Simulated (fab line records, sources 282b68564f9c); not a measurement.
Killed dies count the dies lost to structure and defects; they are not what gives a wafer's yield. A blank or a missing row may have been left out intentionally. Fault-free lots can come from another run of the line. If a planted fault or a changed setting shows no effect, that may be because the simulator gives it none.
A single fault, viewed from 2 desks    flow ritCmos    each desk has only its own numbers; what lay behind them comes last

== THE TOOL OWNER'S DESK: rieMetal-03 ==
The tool's own readings at RIT_M1_METAL_ETCH_12 (etches Al in Cl2/BCl3, stops on SiO2, time 165 s, target depth 600 nm): means of the sampled wafers that have a number, for each lot that ran on this tool. Any lot whose mean is over 4 standard deviations away from the usual mean is out of limits and marked OUT; that distance is given in the brackets.
Columns: A = drypumpMotorCurrentA at RIT_M1_METAL_ETCH_12, usual 5.71 A; B = mfcCl2Sccm at RIT_M1_METAL_ETCH_12, usual 60.03 sccm; C = oesProductAu at RIT_M1_METAL_ETCH_12, usual 0.781 a.u.; D = throttleValvePct at RIT_M1_METAL_ETCH_12, usual 8.26 %
lot   first seen here  A     B      C                 D
L242  day 3 18:19      5.40  59.95  0.774             8.40
L245  day 4 08:24      5.61  60.06  0.779             8.37
L248  day 4 23:32      5.40  60.06  0.680 (-9.2) OUT  8.41
L251  day 5 14:59      5.61  59.97  0.685 (-8.8) OUT  8.39
L260  day 8 04:49      5.81  60.08  0.793             8.34
L263  day 8 18:47      5.82  59.84  0.787             8.33
Finding of this desk: L248, L251 out of limits; the first was L248 at day 4 23:32, on oesProductAu at RIT_M1_METAL_ETCH_12. L242, L245, L260, L263 stayed within limits.

== THE METROLOGY DESK ==
What the gauges read for every lot (on any tool): the sampled wafers with a number, averaged. Any lot whose mean is over 4 standard deviations away from the usual mean is out of limits and marked OUT; that distance is given in the brackets.
Columns: A = cdNm at RIT_M1_CD_MEAS_90, usual 2599.3 nm
lot   first seen here  A
L242  day 3 18:51      2598.7
L245  day 4 08:55      2599.7
L246  day 4 14:16      2599.9
L247  day 4 20:54      2598.2
L248  day 5 00:04      2589.0 (-4.7) OUT
L251  day 5 15:31      2593.8
L253  day 6 01:00      2598.6
L255  day 6 18:16      2597.6
L259  day 7 20:40      2596.3
L260  day 8 05:25      2599.9
L262  day 8 10:28      2597.3
L261  day 8 10:58      2600.2
L263  day 8 19:26      2597.9
L264  day 9 01:22      2596.7
Finding of this desk: L248 out of limits; the first was L248 at day 5 00:04, on cdNm at RIT_M1_CD_MEAS_90. L242, L245, L246, L247, L251, L253, L255, L259, L260, L262, L261, L263, L264 stayed within limits.

== ALL TOGETHER ==
On L248, L251, at day 4 23:32, an alarm was possible from the tool owner's desk.
On L248, the metrology desk was in a position to raise an alarm at day 5 00:04.
The metrology desk holds a record of L251, inside its limits.
RIT_M1_METAL_ETCH_12 was run on rieMetal-03 by each of the lots named.

== WHAT THE SIMULATOR HAD PUT IN ==
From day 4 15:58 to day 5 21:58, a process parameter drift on rieMetal-03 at RIT_M1_METAL_ETCH_12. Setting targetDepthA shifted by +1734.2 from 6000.
Lots struck among those shown: L248, L251.
Fault start to first reading out of limits, in hours, per desk: tool owner, 8; metrology, 8.
